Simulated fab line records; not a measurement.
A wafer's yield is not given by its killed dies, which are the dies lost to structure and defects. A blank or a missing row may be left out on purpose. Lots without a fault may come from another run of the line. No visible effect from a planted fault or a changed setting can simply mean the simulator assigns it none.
One fault through the eyes of 2 desks | flow berkeleyCmos170 | only its own numbers are on each desk; what lay behind them is given at the end

FOR THE TOOL OWNER'S DESK: rieDiel-03
The tool's own readings at UCB170_CONTACT_ETCH_18 (etches PSG in CHF3/CF4/Ar, stops on TiSi2, target depth 840 nm, time 195 s): means of the sampled wafers that have a number, for each lot that ran on this tool. Marked OUT: a lot whose mean sits more than 4 standard deviations from the usual mean, which makes it out of limits; the brackets give that distance.
Columns: A = drypumpMotorCurrentA at UCB170_CONTACT_ETCH_18, usual 5.8 A; B = oesProductAu at UCB170_CONTACT_ETCH_18, usual 0.899 a.u.; C = throttleValvePct at UCB170_CONTACT_ETCH_18, usual 6.90 %
lot  | first seen here | A   | B     | C
L983 | day 9 01:00     | 5.7 | 0.896 | 6.91
L985 | day 9 12:00     | 5.9 | 0.906 | 6.85
L987 | day 10 01:00    | 5.8 | 0.894 | 7.01
L990 | day 10 15:00    | 5.9 | 0.907 | 6.96
L998 | day 11 20:00    | 5.7 | 0.891 | 6.93
L100 | day 11 22:00    | 5.8 | 0.885 | 6.84
This desk's verdict: no lot among the 6 shows anything out of limits.

METROLOGY DESK
Lot by lot, what the gauges showed, no matter which tool ran the lot: averages of those sampled wafers that carry a number. Marked OUT: a lot whose mean sits more than 4 standard deviations from the usual mean, which makes it out of limits; the brackets give that distance.
Columns: A = NSD_OVL at UCB170_NSD_OVL_MEAS_07, usual 2 nm; B = cdNm at UCB170_CONTACT_CD_MEAS_15, usual 700.0 nm
lot  | first seen here | A  | B
L983 | day 8 16:31     | -2 | 699.9
L985 | day 9 05:17     | 7  | 698.5
L987 | day 9 14:41     | -3 | 699.5
L986 | day 9 14:55     | 0  | 699.3
L988 | day 9 15:10     | 6  | 698.6
L990 | day 10 08:05    | 3  | 702.4
L992 | day 10 08:49    | -5 | 699.2
L993 | day 10 09:20    | -1 | 698.1
L997 | day 11 12:07    | -7 | 700.9
L996 | day 11 12:11    | -6 | 700.9
L998 | day 11 12:54    | 10 | 700.7
L100 | day 11 12:58    | 1  | 700.1
L999 | day 11 13:14    | -5 | 700.9
L106 | day 12 22:28    | 13 | 698.9
This desk's verdict: no lot among the 14 shows anything out of limits.

PUT TOGETHER
The desk of the tool owner found nothing out of limits.
From the metrology desk's view, nothing was out of limits.

WHAT WAS PUT IN BY THE SIMULATOR
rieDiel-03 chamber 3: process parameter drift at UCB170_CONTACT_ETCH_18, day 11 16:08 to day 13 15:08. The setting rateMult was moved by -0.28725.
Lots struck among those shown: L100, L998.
